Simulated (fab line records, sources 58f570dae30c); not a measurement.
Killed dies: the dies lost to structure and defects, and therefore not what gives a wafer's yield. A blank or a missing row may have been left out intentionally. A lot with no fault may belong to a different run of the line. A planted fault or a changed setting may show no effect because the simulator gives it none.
Which tool was responsible? ; flow berkeleyCmos170 ; 45 wafers from 15 lots sampled at 6 of the route's 331 steps

WHAT THE GAUGES SHOWED, per wafer
UCB170_V2_THK_MEAS_01.
lot;measured;on;V2_TEOS_THK (nm)
L638;day 8 19:59;filmMetro-02;2042 2036 2019
L639;day 8 20:21;filmMetro-02;1957 1982 2011
L641;day 9 08:20;filmMetro-03;1986 1975 1996
L640;day 9 08:57;filmMetro-01;1984 1980 2030
L644;day 9 18:52;filmMetro-02;2010 2055 2044
L645;day 9 19:47;filmMetro-02;2001 2016 2004
L650;day 11 06:02;filmMetro-02;1993 2021 2017
L651;day 11 06:17;filmMetro-03;2004 2000 2051
L652;day 12 01:27;filmMetro-02;1994 1965 2018
L654;day 12 03:10;filmMetro-01;2011 2013 2003
L656;day 12 12:11;filmMetro-01;1985 2023 2020
L655;day 12 13:25;filmMetro-01;1993 1996 2016
L658;day 12 22:37;filmMetro-03;1996 1985 2010
L659;day 13 00:13;filmMetro-01;1984 1985 2040
L660;day 13 01:29;filmMetro-03;2017 2022 2052

UCB170_M3_CD_MEAS_15 targets a cd of 700 nm.
lot;measured;on;cdNm (nm)
L638;day 9 02:06;cdSem-01;698.9 698.9 699.0
L639;day 9 02:25;cdSem-01;700.9 701.3 701.6
L641;day 9 15:23;cdSem-01;701.1 700.5 701.1
L640;day 9 16:04;cdSem-02;700.1 700.5 699.4
L644;day 9 23:16;cdSem-01;698.3 697.6 698.4
L645;day 10 00:14;cdSem-01;697.3 698.3 698.7
L650;day 11 12:29;cdSem-01;697.8 699.3 698.9
L651;day 11 12:44;cdSem-01;699.4 700.0 699.7
L652;day 12 05:50;cdSem-02;700.3 699.6 699.5
L654;day 12 07:22;cdSem-02;697.1 699.1 698.4
L656;day 12 17:26;cdSem-02;699.1 700.5 700.4
L655;day 12 19:08;cdSem-01;698.4 699.4 698.1
L658;day 13 02:56;cdSem-01;698.5 699.7 699.2
L659;day 13 04:45;cdSem-01;699.2 699.5 700.3
L660;day 13 05:37;cdSem-02;702.9 700.0 701.0

UCB170_M3_CD_MEAS_90 targets a cd of 700 nm.
lot;measured;on;cdNm (nm)
L638;day 9 02:47;cdSem-02;702.0 700.9 702.7
L639;day 9 02:55;cdSem-01;697.0 701.7 702.2
L641;day 9 15:53;cdSem-01;704.1 704.1 707.0
L640;day 9 16:33;cdSem-01;- - -
L644;day 9 23:45;cdSem-01;- - -
L645;day 10 00:44;cdSem-02;- - -
L650;day 11 12:59;cdSem-01;695.5 697.6 698.4
L651;day 11 13:13;cdSem-02;700.0 701.6 700.3
L652;day 12 06:19;cdSem-02;698.7 700.3 699.6
L654;day 12 07:51;cdSem-02;699.9 700.3 699.1
L656;day 12 17:56;cdSem-01;699.4 701.5 701.3
L655;day 12 19:48;cdSem-01;697.6 698.3 696.1
L658;day 13 03:37;cdSem-01;696.8 699.3 697.4
L659;day 13 05:14;cdSem-02;699.5 697.3 700.1
L660;day 13 06:17;cdSem-02;701.5 699.2 702.7

WHICH TOOL RAN EACH LOT (tool, then ch and the chambers of the sampled wafers, then the start)
lot;UCB170_M2_STRIP_19;UCB170_M3_METAL_ETCH_18;UCB170_M3_STRIP_19
L638;plasmaAsher-01 ch 0,1, day 8 19:32;rieMetal-02 ch 0, day 9 02:21;plasmaAsher-01 ch 0,1, day 9 02:40
L639;plasmaAsher-02 ch 0,1, day 8 19:59;rieMetal-01 ch 0,1, day 9 02:37;plasmaAsher-03 ch 1, day 9 02:49
L641;plasmaAsher-01 ch 0,1, day 9 07:58;rieMetal-03 ch 0,1, day 9 15:35;plasmaAsher-04 ch 0,1, day 9 15:47
L640;plasmaAsher-02 ch 0,1, day 9 08:34;rieMetal-01 ch 0,1, day 9 16:15;plasmaAsher-04 ch 0,1, day 9 16:26
L644;plasmaAsher-02 ch 0,1, day 9 18:30;rieMetal-02 ch 0,1, day 9 23:29;plasmaAsher-03 ch 0,1, day 9 23:38
L645;plasmaAsher-01 ch 0,1, day 9 19:19;rieMetal-03 ch 0,1, day 10 00:26;plasmaAsher-04 ch 0,1, day 10 00:38
L650;plasmaAsher-02 ch 0,1, day 11 05:40;rieMetal-01 ch 0,1, day 11 12:43;plasmaAsher-01 ch 0,1, day 11 12:52
L651;plasmaAsher-02 ch 0,1, day 11 05:55;rieMetal-02 ch 0, day 11 12:56;plasmaAsher-04 ch 1, day 11 13:07
L652;plasmaAsher-01 ch 0,1, day 12 01:04;rieMetal-03 ch 0,1, day 12 06:02;plasmaAsher-04 ch 0,1, day 12 06:13
L654;plasmaAsher-02 ch 0,1, day 12 02:43;rieMetal-01 ch 0,1, day 12 07:34;plasmaAsher-03 ch 0,1, day 12 07:43
L656;plasmaAsher-03 ch 0,1, day 12 11:43;rieMetal-03 ch 0,1, day 12 17:38;plasmaAsher-04 ch 0,1, day 12 17:50
L655;plasmaAsher-03 ch 0,1, day 12 13:02;rieMetal-02 ch 1, day 12 19:20;plasmaAsher-01 ch 0,1, day 12 19:42
L658;plasmaAsher-02 ch 0,1, day 12 22:15;rieMetal-02 ch 1, day 13 03:08;plasmaAsher-01 ch 0,1, day 13 03:31
L659;plasmaAsher-03 ch 0,1, day 12 23:50;rieMetal-03 ch 0,1, day 13 04:56;plasmaAsher-03 ch 1, day 13 05:07
L660;plasmaAsher-01 ch 0,1, day 13 01:08;rieMetal-02 ch 1, day 13 05:54;plasmaAsher-03 ch 0,1, day 13 06:11
- UCB170_M2_STRIP_19: strips in O2.
- UCB170_M3_METAL_ETCH_18: etches Al in Cl2/BCl3, stops on SiO2, target depth 1170 nm, time 195 s.
- UCB170_M3_STRIP_19: strips in O2.

AS READ BY THE TOOLS THEMSELVES (means over the sampled wafers that have a number; for cases with no such wafer, the mark the record gives instead)
UCB170_M2_STRIP_19.
lot;tool;drypumpMotorCurrentA (A);oesProductAu (a.u.)
L638;plasmaAsher-01;6.1;0.529
L639;plasmaAsher-02;6.4;0.533
L641;plasmaAsher-01;6.1;0.532
L640;plasmaAsher-02;6.4;0.522
L644;plasmaAsher-02;6.1;0.533
L645;plasmaAsher-01;6.1;0.542
L650;plasmaAsher-02;6.1;0.527
L651;plasmaAsher-02;6.4;0.531
L652;plasmaAsher-01;6.1;0.535
L654;plasmaAsher-02;6.1;0.538
L656;plasmaAsher-03;4.8;0.545
L655;plasmaAsher-03;4.8;0.533
L658;plasmaAsher-02;6.1;0.529
L659;plasmaAsher-03;4.8;0.521
L660;plasmaAsher-01;6.1;0.519

UCB170_M3_METAL_ETCH_18.
lot;tool;bcl3FlowSccm (sccm);biasW (W);drypumpMotorCurrentA (A);oesProductAu (a.u.);throttleValvePct (%)
L638;rieMetal-02;44.84;120.4;5.4;0.879;24.27
L639;rieMetal-01;44.83;120.0;5.9;0.864;24.20
L641;rieMetal-03;45.03;119.7;5.6;0.849;24.08
L640;rieMetal-01;-;-;-;-;-
L644;rieMetal-02;-;-;-;-;-
L645;rieMetal-03;-;-;-;-;-
L650;rieMetal-01;45.10;120.1;5.9;0.844;24.14
L651;rieMetal-02;45.04;120.0;5.4;0.880;24.26
L652;rieMetal-03;45.08;120.1;5.5;0.850;24.07
L654;rieMetal-01;44.95;119.8;5.9;0.862;24.22
L656;rieMetal-03;45.04;120.0;5.6;0.855;24.09
L655;rieMetal-02;44.82;120.0;6.1;0.882;24.52
L658;rieMetal-02;44.92;120.3;6.1;0.869;24.51
L659;rieMetal-03;44.71;120.2;5.5;0.854;24.07
L660;rieMetal-02;44.94;120.4;6.2;0.883;24.52

UCB170_M3_STRIP_19.
lot;tool;drypumpMotorCurrentA (A);oesProductAu (a.u.)
L638;plasmaAsher-01;6.1;0.546
L639;plasmaAsher-03;4.7;0.539
L641;plasmaAsher-04;5.1;0.554
L640;plasmaAsher-04;5.1;0.727
L644;plasmaAsher-03;4.8;0.723
L645;plasmaAsher-04;5.2;0.727
L650;plasmaAsher-01;6.1;0.529
L651;plasmaAsher-04;5.0;0.539
L652;plasmaAsher-04;5.2;0.546
L654;plasmaAsher-03;4.8;0.532
L656;plasmaAsher-04;5.1;0.545
L655;plasmaAsher-01;6.1;0.563
L658;plasmaAsher-01;6.1;0.558
L659;plasmaAsher-03;4.8;0.543
L660;plasmaAsher-03;4.8;0.551

THE ANSWER, worked out from the rows above alone
Rule: the lots themselves supply what counts as usual. The widest of any qualifying gaps counts: lots, ordered by their means at a reading, are off when they make up no more than a third of the lots, leave a main group of 4 or more, and stand apart from it by 3 or more times the standard deviation of that group's means. If all means in a main group match to the digits the tables above print for the reading, that group is not used. Also off: a lot with no number at a reading for which 4 or more lots have one. All remaining lots with rows at the step are treated as sound. First the gauges in route order, then the tools' own readings, where a lot's mean is used as printed above. At the first step where some lot is off, the reading lying furthest off is the one used; lots without a number count as furthest.
Off, at UCB170_M3_CD_MEAS_90 on cdNm: L640, L644, L645. Without a number there: L640, L644, L645. For the main group the mean is 700.0 nm and the standard deviation 2.1.
A tool fits if, at a process step before that reading, it ran every lot that is off, and no sound lot after the first of them. The gauges at UCB170_M3_CD_MEAS_90 aren't tried: what is off there is off at UCB170_M3_METAL_ETCH_18 too, on other tools, and a gauge's error can't cause that. None of those tried fits.

WHAT THE SIMULATOR HAD PUT IN
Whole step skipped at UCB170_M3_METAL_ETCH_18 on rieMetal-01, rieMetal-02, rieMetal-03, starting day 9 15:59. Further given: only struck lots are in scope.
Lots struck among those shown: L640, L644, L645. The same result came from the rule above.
